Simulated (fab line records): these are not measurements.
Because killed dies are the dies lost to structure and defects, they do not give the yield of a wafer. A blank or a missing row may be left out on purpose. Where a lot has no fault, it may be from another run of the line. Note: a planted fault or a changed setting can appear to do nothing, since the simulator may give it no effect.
fab line records	flow rit_cmos
[record] lots = 5	wafers = 15	last_day = 5
route steps=202 shown SILICIDE@167 CONTACT@168 M1@184
lots with no fault: from the same line, run without faults
start_h: start of the lot's first displayed wafer, in hours after the record's first day	wait_h: time in hours since the lot's previous step	" same as the row above	L1.1+2: a single row standing in for several wafers	- value missing, or start not given	* or withheld: withheld	< > ~ a bound
route shown NAME@n: NAME is a module with steps in the file, n the number in the route of the first one	usual: mean/standard deviation of fault-free wafers	same: alike in all rows	chamber/n: place in a boat	sites: readings site by site	_std_site: standard deviation of those values	_edge_site: the outer-site mean with the inner-site mean subtracted	radius_mm: for every site, how far away it sits from the centre of the wafer	mask NAME#n: copy n	behind: the tool/chamber that last shaped the wafer	hold: cause of the lot's hold/its duration in hours/its outcome	device: the n, p or np transistor that did not switch	end of line: the tests these same wafers got at the end of their route	a step without rows: its recipe alone	killed: dies lost to structure and defects at the first sort, not the wafer's yield	map: a wafer's dies, marking killed ones x, the rest . and places with no die _
set.NAME: the setting the step ran with; set.NAME@STEP: the setting that earlier step ran with	model.NAME: the simulator's own value behind a step, which no gauge read
a table for each step, a row for each wafer; lots at some steps of the route
services: when a tool's chamber went out of use (start_h, in hours from the record's first day, below 0 if earlier), for how many hours, and the reason
[[steps]]
[step RIT_SILICIDE_RTA_06]
[recipe] temp_c = 750	time_s = 10	idle_temp_c = 25	ramp_up_s = 5	ramp_down_s = 10	cool_to_c = 25	ambient = N2
[usual] wafer_temp_C_max = 753.1/0.77
lot.wafer	tool	chamber	start_h	wait_h	wafer_temp_C_max
L076.1	rtp_anneal-01	0	65.01	0.0	754.6
L076.2	"	0	"	"	753.7
L076.5	"	0	"	"	753.4
L077.1	rtp_anneal-02	0	68.56	0.0	751.8
L077.5	"	0	"	"	753.1
L077.6	"	0	"	"	752.0
L080.3	rtp_anneal-01	0	85.03	0.0	752.4
L080.4	"	0	"	"	753.0
L080.5	"	0	"	"	752.9
L081.2	rtp_anneal-02	0	87.03	0.0	753.0
L081.4	"	0	"	"	752.4
L081.6	"	0	"	"	752.0
L084.1	rtp_anneal-01	0	101.50	0.0	753.8
L084.2	"	0	"	"	754.4
L084.5	"	0	"	"	753.6
[step RIT_CONTACT_CVD_00]
[recipe] material = SiO2	target_thk_nm = 400	precursor = TEOS	temp_c = 390	time_s = 61	rf_w = 400
[usual] heater_power_w = 331/45
lot.wafer	tool	chamber	start_h	wait_h	heater_power_w
L076.1	pecvd-02	2	65.07	0.1	234
L076.2	"	0	"	"	393
L076.5	"	1	"	"	321
L077.1	pecvd-03	0	68.69	0.1	416
L077.5	"	0	"	"	321
L077.6	"	2	"	"	284
L080.3	pecvd-03	1	85.08	0.0	311
L080.4	"	0	"	"	402
L080.5	"	1	"	"	325
L081.2	pecvd-04	0	87.08	0.0	275
L081.4	"	1	"	"	354
L081.6	"	2	"	"	324
L084.1	pecvd-04	0	101.57	0.1	334
L084.2	"	2	"	"	314
L084.5	"	2	"	"	330
[step RIT_CONTACT_THK_MEAS_01]
[recipe] reads = SiO2_of_CONTACT_CVD_00
[usual] CONTACT_TEOS_THK = 399/5.2
lot.wafer	tool	chamber	start_h	wait_h	CONTACT_TEOS_THK[nm]
L076.1	film_metro-03	-	65.12	0.0	398
L076.2	"	-	"	"	398
L076.5	"	-	"	"	399
L077.1	film_metro-01	-	68.74	0.0	393
L077.5	"	-	"	"	401
L077.6	"	-	"	"	402
L080.3	film_metro-03	-	85.15	0.0	400
L080.4	"	-	"	"	400
L080.5	"	-	"	"	408
L081.2	film_metro-01	-	87.14	0.0	398
L081.4	"	-	"	"	399
L081.6	"	-	"	"	399
L084.1	film_metro-03	-	101.62	0.0	401
L084.2	"	-	"	"	402
L084.5	"	-	"	"	404
[step RIT_CONTACT_HMDS_02]
[recipe] prime_time_s = 60	prime_temp_c = 140
[usual] prime_temp_c = 139.99/0.16
lot.wafer	tool	chamber	start_h	wait_h	prime_temp_c
L076.1	litho_track-04	0	65.21	0.1	139.85
L076.2	"	0	"	"	139.83
L076.5	"	0	"	"	139.80
L077.1	litho_track-04	0	68.80	0.1	140.01
L077.5	"	0	"	"	139.99
L077.6	"	0	"	"	140.09
L080.3	litho_track-02	0	85.24	0.1	140.15
L080.4	"	0	"	"	140.14
L080.5	"	0	"	"	140.16
L081.2	litho_track-02	0	87.22	0.1	139.81
L081.4	"	0	"	"	139.99
L081.6	"	0	"	"	139.81
L084.1	litho_track-02	0	101.68	0.1	139.57
L084.2	"	0	"	"	139.94
L084.5	"	0	"	"	139.66
[step RIT_CONTACT_COAT_03]
[recipe] resist = NOVOLAK	spin_rpm = 3250	resist_thk_nm = 1000
lot.wafer	tool	chamber	start_h	wait_h
L076.1+2+5	litho_track-04	0	65.36	0.1
L077.1+5+6	litho_track-04	0	68.95	0.1
L080.3+4+5	litho_track-02	0	85.39	0.1
L081.2+4+6	litho_track-02	0	87.37	0.1
L084.1+2+5	litho_track-02	0	101.83	0.1
[step RIT_CONTACT_SOFTBAKE_04]
[recipe] resist = NOVOLAK	temp_c = 90	time_s = 60
[usual] plate_temp_C = 90.02/0.13
lot.wafer	tool	chamber	start_h	wait_h	plate_temp_C
L076.1	litho_track-04	0	65.51	0.1	90.14
L076.2	"	0	"	"	90.22
L076.5	"	0	"	"	90.14
L077.1	litho_track-04	0	69.10	0.1	90.06
L077.5	"	0	"	"	90.12
L077.6	"	0	"	"	90.06
L080.3	litho_track-02	0	85.54	0.1	89.98
L080.4	"	0	"	"	89.89
L080.5	"	0	"	"	89.94
L081.2	litho_track-02	0	87.52	0.1	90.25
L081.4	"	0	"	"	90.11
L081.6	"	0	"	"	90.13
L084.1	litho_track-02	0	101.98	0.1	90.01
L084.2	"	0	"	"	89.93
L084.5	"	0	"	"	89.89
[step RIT_CONTACT_EXPOSE_05]
[recipe] mask_id = M11	na = 0.6	source_shape = conventional	sigma_outer = 0.5	target_cd_nm = 1000	dose_mj = 250
lot.wafer	tool	chamber	start_h	wait_h	mask
L076.1+2+5	iline_stepper-01	0	65.66	0.1	M11#0
L077.1+5+6	iline_stepper-02	0	69.38	0.2	M11#0
L080.3+4+5	iline_stepper-02	0	85.68	0.1	M11#0
L081.2+4+6	iline_stepper-01	0	87.79	0.2	M11#0
L084.1+2+5	iline_stepper-02	0	102.13	0.1	M11#0
[step RIT_CONTACT_PEB_06]
[recipe] resist = NOVOLAK	temp_c = withheld	time_s = withheld
lot.wafer	tool	chamber	start_h	wait_h
L076.1+2+5	litho_track-01	0	66.05	0.4
L077.1+5+6	litho_track-02	0	69.50	0.1
L080.3+4+5	litho_track-01	0	85.81	0.1
L081.2+4+6	litho_track-04	0	87.91	0.1
L084.1+2+5	litho_track-02	0	102.24	0.1
[step RIT_CONTACT_DEVELOP_07]
[recipe] resist = NOVOLAK	develop_time_s = 120	dev_temp_c = 24.08
[usual] developer_temp_C = 24.08/0.11
lot.wafer	tool	chamber	start_h	wait_h	developer_temp_C
L076.1	litho_track-01	0	-	-	24.07
L076.2	"	0	"	"	24.06
L076.5	"	0	"	"	24.17
L077.1	litho_track-02	0	-	-	24.06
L077.5	"	0	"	"	24.10
L077.6	"	0	"	"	24.04
L080.3	litho_track-01	0	-	-	24.03
L080.4	"	0	"	"	24.21
L080.5	"	0	"	"	24.15
L081.2	litho_track-04	0	-	-	24.06
L081.4	"	0	"	"	24.16
L081.6	"	0	"	"	23.94
L084.1	litho_track-02	0	-	-	24.04
L084.2	"	0	"	"	24.16
L084.5	"	0	"	"	24.04
[step RIT_CONTACT_CD_MEAS_08]
[recipe] target_cd_nm = 1000
[usual] cd_nm = 998.4/2.3
lot.wafer	tool	chamber	start_h	wait_h	cd_nm
L076.1	cd_sem-01	-	66.45	-	999.0
L076.2	"	-	"	"	1000.4
L076.5	"	-	"	"	998.1
L077.1	cd_sem-02	-	69.90	-	997.3
L077.5	"	-	"	"	1000.4
L077.6	"	-	"	"	996.3
L080.3	cd_sem-01	-	86.20	-	1001.7
L080.4	"	-	"	"	1002.0
L080.5	"	-	"	"	1001.5
L081.2	cd_sem-02	-	88.31	-	998.3
L081.4	"	-	"	"	996.4
L081.6	"	-	"	"	999.4
L084.1	cd_sem-02	-	102.64	-	999.1
L084.2	"	-	"	"	998.2
L084.5	"	-	"	"	999.3
[step RIT_CONTACT_OVL_MEAS_09]
[usual] CONTACT_OVL = -0.4/1.4
lot.wafer	tool	chamber	start_h	wait_h	CONTACT_OVL[nm]
L076.1	overlay-01	-	66.57	0.1	-1.0
L076.2	"	-	"	"	0.0
L076.5	"	-	"	"	-2.8
L077.1	overlay-02	-	70.02	0.1	0.7
L077.5	"	-	"	"	1.1
L077.6	"	-	"	"	0.8
L080.3	overlay-01	-	86.29	0.1	0.1
L080.4	"	-	"	"	1.2
L080.5	"	-	"	"	-0.2
L081.2	overlay-01	-	88.41	0.1	-2.8
L081.4	"	-	"	"	0.4
L081.6	"	-	"	"	0.0
L084.1	overlay-02	-	102.76	0.1	-1.4
L084.2	"	-	"	"	0.8
L084.5	"	-	"	"	-2.0
[step RIT_CONTACT_HARDBAKE_10]
[recipe] resist = NOVOLAK	temp_c = 140	time_s = 60
[usual] plate_temp_C = 140.01/0.13
lot.wafer	tool	chamber	start_h	wait_h	plate_temp_C
L076.1	litho_track-02	0	66.61	0.0	139.82
L076.2	"	0	"	"	139.81
L076.5	"	0	"	"	140.14
L077.1	litho_track-01	0	70.09	0.1	140.01
L077.5	"	0	"	"	139.90
L077.6	"	0	"	"	140.05
L080.3	litho_track-01	0	86.36	0.1	140.00
L080.4	"	0	"	"	139.84
L080.5	"	0	"	"	140.13
L081.2	litho_track-01	0	88.47	0.0	140.08
L081.4	"	0	"	"	140.27
L081.6	"	0	"	"	140.03
L084.1	litho_track-02	0	102.80	0.0	139.82
L084.2	"	0	"	"	139.89
L084.5	"	0	"	"	140.11
[step RIT_CONTACT_ETCH_11]
[recipe] target_depth_a = 4800	over_etch_frac = 0.2	stop_on = TiSi2	chemistry = CHF3/CF4/Ar	target = SiO2	CHF3_flow_sccm = 50	cf4_flow_sccm = 10	Ar_flow_sccm = 100	O2_flow_sccm = 5	pressure_mtorr = 100	rf_w = 200	time_s = 320
[usual] drypump_motor_current_A = 5.8/0.55	oes_product_au = 0.989/0.011	throttle_valve_pct = 8.85/0.11
[same] over_etch_frac = 0.2
lot.wafer	tool	chamber	start_h	wait_h	drypump_motor_current_A	oes_product_au	rf_hours_counter_h	throttle_valve_pct
L076.1	rie_diel-01	0	66.76	0.1	6.1	0.984	166	8.76
L076.2	"	3	"	"	6.0	0.979	141	8.72
L076.5	"	3	"	"	6.0	0.976	-	8.71
L077.1	rie_diel-01	1	70.24	0.1	6.1	1.017	155	8.83
L077.5	"	0	"	"	6.1	0.988	-	8.77
L077.6	"	1	"	"	6.1	1.013	-	8.85
L080.3	rie_diel-02	1	86.46	0.1	6.5	0.988	144	8.73
L080.4	"	3	"	"	5.8	0.999	93	8.99
L080.5	"	2	"	"	5.5	0.988	-	8.96
L081.2	rie_diel-03	0	88.59	0.1	5.7	0.987	6	8.79
L081.4	"	2	"	"	5.9	1.003	-	9.00
L081.6	"	0	"	"	5.7	0.979	-	8.79
L084.1	rie_diel-02	3	102.95	0.1	5.7	0.994	94	8.98
L084.2	"	1	"	"	6.5	0.990	144	8.73
L084.5	"	2	"	"	5.5	0.989	-	8.95
[step RIT_CONTACT_STRIP_12]
[recipe] chemistry = O2	time_s = 180	resist = NOVOLAK	platen_temp_c = withheld	power_w = 500	pressure_mtorr = 4000	o2_flow_sccm = 4000
[usual] drypump_motor_current_A = 6.0/0.47
lot.wafer	tool	chamber	start_h	wait_h	drypump_motor_current_A	rf_hours_counter_h
L076.1	plasma_asher-01	1	66.96	0.1	6.4	41
L076.2	"	0	"	"	6.6	41
L076.5	"	0	"	"	6.6	-
L077.1	plasma_asher-01	0	70.43	0.1	6.6	42
L077.5	"	1	"	"	6.4	-
L077.6	"	0	"	"	6.6	-
L080.3	plasma_asher-01	1	86.71	0.2	6.4	-
L080.4	"	0	"	"	6.7	-
L080.5	"	1	"	"	6.4	-
L081.2	plasma_asher-03	0	88.79	0.1	6.3	45
L081.4	"	0	"	"	6.3	-
L081.6	"	1	"	"	5.6	-
L084.1	plasma_asher-01	0	103.14	0.1	6.6	45
L084.2	"	1	"	"	6.4	45
L084.5	"	1	"	"	6.4	-
[step RIT_CONTACT_CD_MEAS_90]
[recipe] target_cd_nm = 1000
[usual] cd_nm = 998.4/2.3
lot.wafer	tool	chamber	start_h	wait_h	cd_nm
L076.1	cd_sem-01	-	67.13	0.1	998.9
L076.2	"	-	"	"	999.6
L076.5	"	-	"	"	998.3
L077.1	cd_sem-01	-	70.61	0.1	997.0
L077.5	"	-	"	"	999.9
L077.6	"	-	"	"	995.7
L080.3	cd_sem-02	-	86.87	0.1	1001.2
L080.4	"	-	"	"	1001.3
L080.5	"	-	"	"	1001.4
L081.2	cd_sem-02	-	88.98	0.1	998.2
L081.4	"	-	"	"	996.5
L081.6	"	-	"	"	999.5
L084.1	cd_sem-02	-	103.32	0.1	998.9
L084.2	"	-	"	"	998.9
L084.5	"	-	"	"	1000.0
[step RIT_CONTACT_CLEAN_13]
[recipe] chemistry = SC1	mix = 3:3:50	time_s = 600	temp_c = 75
lot.wafer	tool	chamber	start_h	wait_h
L076.1+2+5	wet_bench-02	1	67.25	0.1
L077.1+5+6	wet_bench-01	3	70.73	0.1
L080.3+4+5	wet_bench-02	1	86.95	0.1
L081.2+4+6	wet_bench-02	1	89.08	0.1
L084.1+2+5	wet_bench-04	0	103.44	0.1
[step RIT_CONTACT_CLEAN_14]
[recipe] chemistry = SC2	mix = 3:3:50	time_s = 600	temp_c = 75	dry = n2_spin
lot.wafer	tool	chamber	start_h	wait_h
L076.1+2+5	wet_bench-01	3	67.43	0.0
L077.1+5+6	wet_bench-02	0	70.92	0.0
L080.3+4+5	wet_bench-04	1	87.30	0.0
L081.2+4+6	wet_bench-04	2	89.26	0.0
L084.1+2+5	wet_bench-04	2	103.61	0.0
[step RIT_M1_SPUTTER_00]
[recipe] material = Al	target_thk_nm = 400	power_w = 2000	chamber_pressure_pa = 0.4	gas = Ar	time_s = 500	substrate_temp_c = 25
[usual] throttle_valve_pct = 30.1/0.97
lot.wafer	tool	chamber	start_h	wait_h	throttle_valve_pct
L076.1	pvd_sputter-02	-	67.62	0.0	31.8
L076.2	"	-	"	"	29.3
L076.5	"	-	"	"	32.0
L077.1	pvd_sputter-04	-	71.09	0.0	29.6
L077.5	"	-	"	"	30.6
L077.6	"	-	"	"	29.8
L080.3	pvd_sputter-01	-	87.49	0.0	30.8
L080.4	"	-	"	"	30.7
L080.5	"	-	"	"	31.2
L081.2	pvd_sputter-04	-	89.45	0.0	31.0
L081.4	"	-	"	"	30.0
L081.6	"	-	"	"	30.0
L084.1	pvd_sputter-01	-	103.79	0.0	29.8
L084.2	"	-	"	"	31.3
L084.5	"	-	"	"	29.8
[step RIT_M1_RS_MEAS_01]
[recipe] thk_meas_gauge = four-point-probe	reads = Al_of_M1_SPUTTER_00
[usual] M1_AL_RS = 0.0733/0.0008
lot.wafer	tool	chamber	start_h	wait_h	M1_AL_RS[ohm/sq]
L076.1	film_metro-01	-	67.94	0.2	0.0740
L076.2	"	-	"	"	0.0737
L076.5	"	-	"	"	0.0741
L077.1	film_metro-03	-	71.39	0.1	0.0731
L077.5	"	-	"	"	0.0734
L077.6	"	-	"	"	0.0731
L080.3	film_metro-03	-	87.83	0.2	0.0742
L080.4	"	-	"	"	0.0737
L080.5	"	-	"	"	0.0737
L081.2	film_metro-01	-	89.76	0.2	0.0737
L081.4	"	-	"	"	0.0744
L081.6	"	-	"	"	0.0737
L084.1	film_metro-02	-	104.08	0.1	0.0726
L084.2	"	-	"	"	0.0726
L084.5	"	-	"	"	0.0723
[step RIT_M1_THK_MEAS_02]
[recipe] thk_meas_gauge = xrf	reads = Al_of_M1_SPUTTER_00
[usual] M1_AL_THK = 402/4.7
lot.wafer	tool	chamber	start_h	wait_h	M1_AL_THK[nm]
L076.1	film_metro-01	-	68.06	0.1	401
L076.2	"	-	"	"	403
L076.5	"	-	"	"	400
L077.1	film_metro-03	-	71.51	0.1	407
L077.5	"	-	"	"	403
L077.6	"	-	"	"	406
L080.3	film_metro-03	-	87.93	0.1	397
L080.4	"	-	"	"	400
L080.5	"	-	"	"	398
L081.2	film_metro-01	-	89.87	0.1	398
L081.4	"	-	"	"	395
L081.6	"	-	"	"	398
L084.1	film_metro-02	-	104.20	0.1	404
L084.2	"	-	"	"	405
L084.5	"	-	"	"	406
[step RIT_M1_HMDS_03]
[recipe] prime_time_s = 61.38	prime_temp_c = 140
[usual] prime_temp_c = 140.01/0.15
lot.wafer	tool	chamber	start_h	wait_h	prime_temp_c
L076.1	litho_track-04	0	68.12	0.1	140.13
L076.2	"	0	"	"	140.03
L076.5	"	0	"	"	140.00
L077.1	litho_track-03	0	71.57	0.1	140.16
L077.5	"	0	"	"	140.24
L077.6	"	0	"	"	139.98
L080.3	litho_track-03	0	88.02	0.1	139.97
L080.4	"	0	"	"	140.05
L080.5	"	0	"	"	140.06
L081.2	litho_track-04	0	89.95	0.1	140.20
L081.4	"	0	"	"	140.17
L081.6	"	0	"	"	140.23
L084.1	litho_track-03	0	104.26	0.1	139.96
L084.2	"	0	"	"	139.89
L084.5	"	0	"	"	140.03
[step RIT_M1_COAT_04]
[recipe] resist = NOVOLAK	spin_rpm = 2000	resist_thk_nm = 1300
lot.wafer	tool	chamber	start_h	wait_h
L076.1+2+5	litho_track-04	0	68.27	0.1
L077.1+5+6	litho_track-03	0	71.72	0.1
L080.3+4+5	litho_track-03	0	88.17	0.1
L081.2+4+6	litho_track-04	0	90.10	0.1
L084.1+2+5	litho_track-03	0	104.41	0.1
[step RIT_M1_SOFTBAKE_05]
[recipe] resist = NOVOLAK	temp_c = 90	time_s = 60
[usual] plate_temp_C = 90.04/0.12
lot.wafer	tool	chamber	start_h	wait_h	plate_temp_C
L076.1	litho_track-04	0	68.42	0.1	90.17
L076.2	"	0	"	"	90.13
L076.5	"	0	"	"	90.07
L077.1	litho_track-03	0	71.87	0.1	90.21
L077.5	"	0	"	"	90.20
L077.6	"	0	"	"	90.22
L080.3	litho_track-03	0	88.32	0.1	90.10
L080.4	"	0	"	"	89.95
L080.5	"	0	"	"	90.08
L081.2	litho_track-04	0	90.25	0.1	90.11
L081.4	"	0	"	"	90.02
L081.6	"	0	"	"	90.03
L084.1	litho_track-03	0	104.56	0.1	90.07
L084.2	"	0	"	"	89.87
L084.5	"	0	"	"	90.08
[step RIT_M1_EXPOSE_06]
[recipe] mask_id = M12	na = 0.6	source_shape = conventional	sigma_outer = 0.5	target_cd_nm = 2600	dose_mj = 250
lot.wafer	tool	chamber	start_h	wait_h	mask
L076.1+2+5	iline_stepper-01	0	68.57	0.1	M12#0
L077.1+5+6	iline_stepper-02	0	72.14	0.2	M12#0
L080.3+4+5	iline_stepper-01	0	88.58	0.2	M12#0
L081.2+4+6	iline_stepper-02	0	90.52	0.2	M12#0
L084.1+2+5	iline_stepper-01	0	104.71	0.1	M12#0
[step RIT_M1_PEB_07]
[recipe] resist = NOVOLAK	temp_c = withheld	time_s = withheld
lot.wafer	tool	chamber	start_h	wait_h
L076.1+2+5	litho_track-02	0	68.69	0.1
L077.1+5+6	litho_track-02	0	72.26	0.1
L080.3+4+5	litho_track-02	0	88.71	0.1
L081.2+4+6	litho_track-03	0	90.64	0.1
L084.1+2+5	litho_track-02	0	104.83	0.1
[step RIT_M1_DEVELOP_08]
[recipe] resist = NOVOLAK	develop_time_s = 68	dev_temp_c = 23
[usual] developer_temp_C = 23.00/0.11
lot.wafer	tool	chamber	start_h	wait_h	developer_temp_C
L076.1	litho_track-02	0	-	-	23.02
L076.2	"	0	"	"	23.11
L076.5	"	0	"	"	22.94
L077.1	litho_track-02	0	-	-	22.96
L077.5	"	0	"	"	22.82
L077.6	"	0	"	"	23.01
L080.3	litho_track-02	0	-	-	23.04
L080.4	"	0	"	"	23.17
L080.5	"	0	"	"	23.24
L081.2	litho_track-03	0	-	-	23.09
L081.4	"	0	"	"	23.15
L081.6	"	0	"	"	23.09
L084.1	litho_track-02	0	-	-	22.91
L084.2	"	0	"	"	22.84
L084.5	"	0	"	"	23.06
[step RIT_M1_CD_MEAS_09]
[recipe] target_cd_nm = 2600
[usual] cd_nm = 2600.0/2
lot.wafer	tool	chamber	start_h	wait_h	cd_nm
L076.1	cd_sem-02	-	69.00	-	2600.9
L076.2	"	-	"	"	2600.2
L076.5	"	-	"	"	2602.1
L077.1	cd_sem-01	-	72.57	-	2598.9
L077.5	"	-	"	"	2599.3
L077.6	"	-	"	"	2601.0
L080.3	cd_sem-01	-	89.01	-	2598.2
L080.4	"	-	"	"	2598.5
L080.5	"	-	"	"	2601.0
L081.2	cd_sem-01	-	90.95	-	2604.0
L081.4	"	-	"	"	2602.2
L081.6	"	-	"	"	2604.0
L084.1	cd_sem-02	-	105.14	-	2597.0
L084.2	"	-	"	"	2599.0
L084.5	"	-	"	"	2599.7
[step RIT_M1_OVL_MEAS_10]
[usual] M1_OVL = 0.3/1.6
lot.wafer	tool	chamber	start_h	wait_h	M1_OVL[nm]
L076.1	overlay-02	-	69.12	0.1	2.9
L076.2	"	-	"	"	3.2
L076.5	"	-	"	"	3.4
L077.1	overlay-01	-	72.69	0.1	-0.5
L077.5	"	-	"	"	1.2
L077.6	"	-	"	"	0.0
L080.3	overlay-01	-	89.10	0.1	0.8
L080.4	"	-	"	"	2.5
L080.5	"	-	"	"	1.5
L081.2	overlay-02	-	91.05	0.1	-2.7
L081.4	"	-	"	"	-1.0
L081.6	"	-	"	"	-0.5
L084.1	overlay-01	-	105.26	0.1	-0.9
L084.2	"	-	"	"	2.5
L084.5	"	-	"	"	0.1
[step RIT_M1_HARDBAKE_11]
[recipe] resist = NOVOLAK	temp_c = 140	time_s = 120
[usual] plate_temp_C = 139.99/0.12
lot.wafer	tool	chamber	start_h	wait_h	plate_temp_C
L076.1	litho_track-03	0	69.16	0.0	139.92
L076.2	"	0	"	"	139.86
L076.5	"	0	"	"	139.99
L077.1	litho_track-03	0	72.73	0.0	139.76
L077.5	"	0	"	"	139.85
L077.6	"	0	"	"	139.71
L080.3	litho_track-04	0	89.21	0.1	140.05
L080.4	"	0	"	"	140.14
L080.5	"	0	"	"	140.25
L081.2	litho_track-02	0	91.12	0.1	140.03
L081.4	"	0	"	"	140.13
L081.6	"	0	"	"	139.85
L084.1	litho_track-04	0	105.30	0.0	139.97
L084.2	"	0	"	"	140.12
L084.5	"	0	"	"	140.12
[step RIT_M1_METAL_ETCH_12]
[recipe] stop_on = SiO2	chemistry = Cl2/BCl3	target = Al	time_s = 165	over_etch_frac = 0.5	pressure_mtorr = 100	target_depth_a = 6000	rf_w = 250	Cl2_flow_sccm = 60	bcl3_flow_sccm = 50
[usual] drypump_motor_current_A = 5.5/0.59	oes_product_au = 0.768/0.012	throttle_valve_pct = 8.26/0.12
[same] over_etch_frac = 0.5
lot.wafer	tool	chamber	start_h	wait_h	drypump_motor_current_A	oes_product_au	rf_hours_counter_h	throttle_valve_pct
L076.1	rie_metal-02	1	69.41	0.2	5.0	0.750	33	8.37
L076.2	"	0	"	"	4.8	0.764	34	8.40
L076.5	"	1	"	"	5.0	0.751	-	8.37
L077.1	rie_metal-03	1	72.98	0.2	5.7	0.781	3	8.22
L077.5	"	1	"	"	5.7	0.782	-	8.21
L077.6	"	0	"	"	5.1	0.772	-	8.05
L080.3	rie_metal-03	0	89.43	0.2	5.1	0.761	-	8.06
L080.4	"	1	"	"	5.7	0.781	-	8.24
L080.5	"	0	"	"	5.1	0.765	-	8.05
L081.2	rie_metal-04	1	91.33	0.2	5.4	0.776	1	8.29
L081.4	"	1	"	"	5.4	0.773	-	8.29
L081.6	"	0	"	"	6.7	0.760	-	8.33
L084.1	rie_metal-04	0	105.55	0.2	6.7	0.761	1	8.34
L084.2	"	1	"	"	5.4	0.784	1	8.29
L084.5	"	0	"	"	6.7	0.767	-	8.36
[step RIT_M1_STRIP_13]
[recipe] chemistry = nmp	resist = NOVOLAK	temp_c = 80	time_s = 600	dry = n2_spin
lot.wafer	tool	chamber	start_h	wait_h
L076.1+2+5	wet_bench-01	2	69.57	0.1
L077.1+5+6	wet_bench-02	0	73.14	0.1
L080.3+4+5	wet_bench-03	1	89.54	0.1
L081.2+4+6	wet_bench-03	3	91.50	0.1
L084.1+2+5	wet_bench-03	2	105.71	0.1
[step RIT_M1_STRIP_14]
[recipe] chemistry = O2	time_s = 180	platen_temp_c = withheld	power_w = 500	pressure_mtorr = 4000	o2_flow_sccm = 4000
[usual] drypump_motor_current_A = 5.8/0.38
lot.wafer	tool	chamber	start_h	wait_h	drypump_motor_current_A	rf_hours_counter_h
L076.1	plasma_asher-04	0	69.76	0.0	5.8	42
L076.2	"	1	"	"	5.4	42
L076.5	"	1	"	"	5.4	-
L077.1	plasma_asher-03	1	73.32	0.0	5.6	43
L077.5	"	1	"	"	5.6	-
L077.6	"	0	"	"	6.3	-
L080.3	plasma_asher-02	0	89.79	0.1	6.4	-
L080.4	"	1	"	"	5.5	-
L080.5	"	1	"	"	5.6	-
L081.2	plasma_asher-03	1	91.69	0.0	5.6	45
L081.4	"	0	"	"	6.3	-
L081.6	"	0	"	"	6.3	-
L084.1	plasma_asher-02	1	105.92	0.0	5.6	31
L084.2	"	0	"	"	6.4	31
L084.5	"	0	"	"	6.4	-
[step RIT_M1_CD_MEAS_90]
[recipe] target_cd_nm = 2600
[usual] cd_nm = 2600.0/2.7
lot.wafer	tool	chamber	start_h	wait_h	cd_nm
L076.1	cd_sem-01	-	69.94	0.1	2601.7
L076.2	"	-	"	"	2599.2
L076.5	"	-	"	"	2602.3
L077.1	cd_sem-02	-	73.49	0.1	2599.2
L077.5	"	-	"	"	2598.4
L077.6	"	-	"	"	2603.8
L080.3	cd_sem-01	-	89.95	0.1	2598.7
L080.4	"	-	"	"	2595.6
L080.5	"	-	"	"	2603.7
L081.2	cd_sem-02	-	91.88	0.1	2602.3
L081.4	"	-	"	"	2600.6
L081.6	"	-	"	"	2602.5
L084.1	cd_sem-02	-	106.09	0.1	2596.7
L084.2	"	-	"	"	2599.7
L084.5	"	-	"	"	2599.4
[step RIT_M1_ANNEAL_15]
[recipe] temp_c = 450	time_s = 1800	ambient = forming_gas_H2N2
[usual] tube_center_temp_C = 450/0.04
lot.wafer	tool	chamber	start_h	wait_h	tube_center_temp_C
L076.1	-	-	70.06	0.1	449.95
L076.2	"	-	"	"	449.98
L076.5	"	-	"	"	450.04
L077.1	-	-	73.61	0.1	449.99
L077.5	"	-	"	"	449.96
L077.6	"	-	"	"	450.08
L080.3	-	-	90.03	0.1	450.03
L080.4	"	-	"	"	450
L080.5	"	-	"	"	449.95
L081.2	-	-	91.98	0.1	450.05
L081.4	"	-	"	"	450.03
L081.6	"	-	"	"	449.98
L084.1	-	-	106.21	0.1	450.02
L084.2	"	-	"	"	450.02
L084.5	"	-	"	"	449.96
[step RIT_M1_BOW_MEAS_16]
[recipe] mode = bow
[usual] M1_BOW = 16/6.2
lot.wafer	tool	chamber	start_h	wait_h	M1_BOW[um]
L076.1	film_metro-01	-	71.56	0.0	28
L076.2	"	-	"	"	8
L076.5	"	-	"	"	7
L077.1	film_metro-03	-	75.11	0.0	10
L077.5	"	-	"	"	23
L077.6	"	-	"	"	13
L080.3	film_metro-03	-	91.57	0.0	9
L080.4	"	-	"	"	15
L080.5	"	-	"	"	7
L081.2	film_metro-03	-	93.50	0.0	8
L081.4	"	-	"	"	16
L081.6	"	-	"	"	10
L084.1	film_metro-02	-	107.71	0.0	24
L084.2	"	-	"	"	17
L084.5	"	-	"	"	15
[[services]]
tool	chamber	start_h	hours	kind
furnace-02	-	41.36	3.8	pm
rie_diel-01	0	45.17	1.5	repair
furnace-01	-	45.29	4.4	pm
plasma_asher-01	-	46.11	1.4	repair
plasma_asher-03	-	52.92	0.6	repair
pvd_sputter-04	-	55.86	1.9	repair
pvd_sputter-04	-	61.35	7.5	repair
iline_stepper-02	0	63.35	-	calibration
iline_stepper-02	-	63.47	1.7	pm
rie_metal-02	-	70.32	0.4	repair
rie_diel-01	0	72.89	-	clean
rie_diel-01	0	72.89	-	consumable_replace:esc
rie_diel-01	0	72.89	21.3	scheduled_down
rie_diel-01	0	72.89	21.3	vent_cycle
iline_stepper-02	-	74.89	2.1	pm
plasma_asher-01	-	76.21	2.8	pm
pecvd-02	2	76.28	21.2	repair
iline_stepper-02	-	76.97	-	consumable_replace:lamp
rie_diel-03	1	79.70	9.6	repair
pecvd-04	-	82.15	1.2	repair
pvd_sputter-01	-	83.96	1.1	repair
rie_diel-03	-	93.04	65.3	repair
pecvd-02	-	96.75	5.5	pm
pvd_sputter-04	-	104.57	3.6	repair
[[key]]
fault none
